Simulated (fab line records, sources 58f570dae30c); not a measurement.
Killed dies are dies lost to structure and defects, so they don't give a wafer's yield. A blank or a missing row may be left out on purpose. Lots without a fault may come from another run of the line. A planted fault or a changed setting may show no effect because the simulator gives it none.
Tool commonality check | flow berkeley_cmos170 | 14 lots, 42 wafers sampled

WHY IT WAS OPENED
At UCB170_NVT_TW_MEAS_09 the reading NVT_TW is flagged on 2 of 14 lots. Wafers without a fault read 524.1, standard deviation 2.8.
Rule: a lot is flagged when every wafer of it that has a number lies more than 4 standard deviations from that mean, or none has a number. The other lots count as sound.

lot  | measured     | on            | NVT_TW, wafer by wafer | flag
L931 | day 6 06:54  | film_metro-02 | 529.5 529.3 531.3      |
L932 | day 6 19:00  | film_metro-02 | 529.0 528.5 528.3      |
L933 | day 6 19:17  | film_metro-02 | 526.0 525.2 526.4      |
L934 | day 7 10:40  | film_metro-02 | 525.8 526.8 525.2      |
L935 | day 7 10:55  | film_metro-01 | 522.9 521.9 522.4      |
L937 | day 8 03:32  | film_metro-03 | 520.2 523.2 523.7      |
L940 | day 8 10:02  | film_metro-01 | 526.2 523.2 524.4      |
L941 | day 8 19:02  | film_metro-03 | 29.9 30.0 29.9         | FLAGGED
L943 | day 8 19:18  | film_metro-03 | 30.0 29.9 29.9         | FLAGGED
L945 | day 9 07:06  | film_metro-03 | 525.3 521.0 521.8      |
L946 | day 9 07:23  | film_metro-03 | 521.2 521.2 523.0      |
L952 | day 11 11:53 | film_metro-01 | 522.8 521.6 524.8      |
L954 | day 11 12:10 | film_metro-03 | 525.2 524.5 522.4      |
L953 | day 11 12:26 | film_metro-01 | 522.7 523.2 522.0      |
The numbers of the flagged lots are 29.9 on average: -494.2 against the usual, or -99 or more standard deviations.

WHICH TOOL RAN EACH LOT
The record holds 1 process step before the reading, out of a route of 331 steps. In each cell: the tool, then ch and the chambers that the sampled wafers went through, then the start.
lot  | flag    | UCB170_NVT_DEVELOP_05
L931 |         | litho_track-04 ch 0, day 6 06:00
L932 |         | litho_track-04 ch 0, day 6 18:00
L933 |         | litho_track-02 ch 0, day 6 18:00
L934 |         | litho_track-01 ch 0, day 7 10:00
L935 |         | litho_track-02 ch 0, day 7 10:00
L937 |         | litho_track-02 ch 0, day 8 03:00
L940 |         | litho_track-04 ch 0, day 8 09:00
L941 | FLAGGED | litho_track-02 ch 0, day 8 18:00
L943 | FLAGGED | litho_track-02 ch 0, day 8 18:00
L945 |         | litho_track-01 ch 0, day 9 06:00
L946 |         | litho_track-04 ch 0, day 9 06:00
L952 |         | litho_track-01 ch 0, day 11 11:00
L954 |         | litho_track-01 ch 0, day 11 11:00
L953 |         | litho_track-01 ch 0, day 11 12:00
What these steps do:
- UCB170_NVT_DEVELOP_05: develop time 45 s.
- UCB170_NVT_TW_MEAS_09

FLAGGED OVER TOTAL, TOOL BY TOOL (the gauges that took the reading come last)
step                  | tool           | lots run | flagged | share of the flagged lots | sound lots run after its first flagged lot
UCB170_NVT_DEVELOP_05 | litho_track-01 | 5        | 0       | none                      | -
UCB170_NVT_DEVELOP_05 | litho_track-02 | 5        | 2       | all                       | 0
UCB170_NVT_DEVELOP_05 | litho_track-04 | 4        | 0       | none                      | -
UCB170_NVT_TW_MEAS_09 | film_metro-01  | 4        | 0       | none                      | -
UCB170_NVT_TW_MEAS_09 | film_metro-02  | 4        | 0       | none                      | -
UCB170_NVT_TW_MEAS_09 | film_metro-03  | 6        | 2       | all                       | 3 (L945,L946,L954)

WHAT THE TABLE ALLOWS
2 rows of the table ran every flagged lot: litho_track-02 at UCB170_NVT_DEVELOP_05, film_metro-03 at UCB170_NVT_TW_MEAS_09.
- litho_track-02 at UCB170_NVT_DEVELOP_05: 2 of its 5 lots flagged. Its last sound lot is L937 (day 8 03:00), its first flagged lot L941 (day 8 18:00): a fault that began between those two fits.
- film_metro-03 at UCB170_NVT_TW_MEAS_09: 2 of its 6 lots flagged. Sound lots ran on it after the first flagged one (L945, L946, L954), which a lasting fault on the whole tool wouldn't allow.
One tool is left: litho_track-02 at UCB170_NVT_DEVELOP_05.

WHAT THE SIMULATOR HAD PUT IN
Process parameter drift: litho_track-02, from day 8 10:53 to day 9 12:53, at UCB170_NVT_DEVELOP_05. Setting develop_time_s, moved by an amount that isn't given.
Lots struck among those shown: L941, L943. The rule above found the same.
